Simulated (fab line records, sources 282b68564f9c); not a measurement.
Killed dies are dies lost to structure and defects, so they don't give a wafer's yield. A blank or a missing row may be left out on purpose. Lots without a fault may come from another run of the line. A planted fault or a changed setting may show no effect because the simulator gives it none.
A struck lot beside a sound one | flow rit_cmos | 19 steps out of a route of 202
Sound: wafers L836.3, L836.5, L836.6. Struck: wafers L841.4, L841.5, L841.6. The cause comes at the end.
At each step with rows: each side's tool, then ch and its chambers, then its first start. Under that, the readings that differ: sound wafers | struck wafers | difference of the means | sigmas: that difference in standard deviations of wafers without a fault.
alike: readings whose means differ by less than 2 such deviations, and words and numbers that are the same on both sides. not compared: withheld readings, readings that some wafer has no value for, bounds like >300 that may hide the same value, and numbers for which the record gives no deviation and whose values overlap.
The two part at a step that has a row with sigmas, a row that says differs or no value, or rows on one side only. Numbers that don't overlap but have no deviation are shown without sigmas and don't part them. A reading that every wafer of one side lacks parts them only if that side has two wafers or more.

first, 1 step without rows for these wafers: RIT_SILICIDE_WET_ETCH_00 (etches SiO2 in BOE, target depth 14 nm, time 15 s).
RIT_SILICIDE_SPUTTER_01: material Ti, target thk 30 nm, time 240 s.
  sound on pvd_sputter-03, day 5 06:41; struck on pvd_sputter-01, day 6 02:31
  alike: throttle_valve_pct
RIT_SILICIDE_RS_MEAS_02: measures by four-point-probe.
  sound on film_metro-01, day 5 06:52; struck on film_metro-04, day 6 02:43
  alike: SILICIDE_TI_RS
RIT_SILICIDE_THK_MEAS_03: measures by xrf.
  sound on film_metro-01, day 5 06:58; struck on film_metro-04, day 6 02:49
  reading              | sound          | struck         | difference | sigmas
  SILICIDE_TI_THK (nm) | 31.3 30.9 31.2 | 30.1 30.5 30.3 | -0.8       | -2
RIT_SILICIDE_RTA_04: time 10 s, ramp up 5 s, ramp down 5 s.
  sound on rtp_anneal-01 ch 0, day 5 07:02; struck on rtp_anneal-02 ch 0, day 6 02:52
  alike: wafer_temp_C_max
then, 1 step without rows for these wafers: RIT_SILICIDE_WET_ETCH_05 (etches Ti in SPM, time 120 s).
RIT_SILICIDE_RTA_06: time 10 s, ramp up 5 s, ramp down 10 s.
  sound on rtp_anneal-02 ch 0, day 5 07:08; struck on rtp_anneal-01 ch 0, day 6 02:59
  alike: wafer_temp_C_max
RIT_CONTACT_CVD_00: deposits SiO2 from TEOS, target thk 400 nm, time 61 s.
  sound on pecvd-02 ch 0,2, day 5 07:11; struck on pecvd-02 ch 0,1,2, day 6 03:02
  alike: heater_power_w
RIT_CONTACT_THK_MEAS_01:
  sound on film_metro-04, day 5 07:16; struck on film_metro-04, day 6 03:06
  alike: CONTACT_TEOS_THK
then, 3 steps without rows for these wafers: RIT_CONTACT_HMDS_02 (prime time 60 s); RIT_CONTACT_COAT_03 (resist thk 1000 nm); RIT_CONTACT_SOFTBAKE_04 (time 60 s).
RIT_CONTACT_EXPOSE_05: exposes mask M11, target cd 1000 nm.
  sound on iline_stepper-01 ch 0, day 5 07:48; struck on iline_stepper-02 ch 0, day 6 03:38
  reading                         | sound             | struck            | difference | sigmas
  model.CONTACT.overlay_x_nm (nm) | 1.575 1.575 1.575 | 348.4 348.4 348.4 | +346.8     |
  alike: mask, exposure_dose_mJ_cm2, focus_offset_nm
then, 2 steps without rows for these wafers: RIT_CONTACT_PEB_06; RIT_CONTACT_DEVELOP_07 (develop time 120 s).
RIT_CONTACT_CD_MEAS_08: target cd 1000 nm.
  sound on cd_sem-01, day 5 08:19; struck on cd_sem-02, day 6 04:09
  alike: cd_nm
RIT_CONTACT_OVL_MEAS_09:
  sound on overlay-01, day 5 08:25; struck on overlay-02, day 6 04:14
  reading          | sound       | struck            | difference | sigmas
  CONTACT_OVL (nm) | 2.3 0.5 0.6 | 348.6 349.9 349.4 | +348.2     | +99 or more
then, 1 step without rows for these wafers: RIT_CONTACT_HARDBAKE_10 (time 60 s).
RIT_M1_PROBE_99:
  sound on prober-01, day 5 13:32; struck on prober-02, day 6 09:32
  reading                                                 | sound                | struck               | difference | sigmas
  model.etest.nmos_0p15.junction_log10_a_um               | -13.49 -13.44 -13.21 | -9.219 -9.403 -9.418 | +4.033     |
  model.etest.nmos_narrow.off_log10_a_um                  | -13.1 -13.16 -13.2   | -9.219 -9.403 -9.418 | +3.807     |
  model.etest.nmos_0p3.off_log10_a_um                     | -12.86 -12.97 -13.12 | -9.219 -9.403 -9.418 | +3.637     |
  model.etest.gate_end_array.leak_log10_a_um              | -12.67 -12.77 -12.97 | -9.125 -9.2 -9.228   | +3.619     |
  model.etest.contact_diode_array.leak_log10_a (angstrom) | -9.836 -9.582 -9.366 | -5.998 -6.06 -6.08   | +3.549     |
  model.etest.pmos_0p15.junction_log10_a_um               | -13.83 -13.71 -13.81 | -10.22 -10.4 -10.42  | +3.44      |
  model.etest.pmos_0p3.off_log10_a_um                     | -12.84 -12.8 -12.67  | -10.22 -10.4 -10.42  | +2.42      |
  model.etest.select_edge_diode_n.leak_log10_a (angstrom) | -9.734 -9.707 -9.528 | -7.178 -7.487 -7.491 | +2.271     |
  alike: killed_at_M0_to_M3, killed_at_contacts, killed_at_front_end, killed_dies, killed_open, killed_short

WHERE THEY PART
First at RIT_SILICIDE_THK_MEAS_03; last, within this record, at RIT_CONTACT_OVL_MEAS_09. Later steps at which nothing parts them and some readings are alike: RIT_M1_PROBE_99.

WHY: what the simulator had put in
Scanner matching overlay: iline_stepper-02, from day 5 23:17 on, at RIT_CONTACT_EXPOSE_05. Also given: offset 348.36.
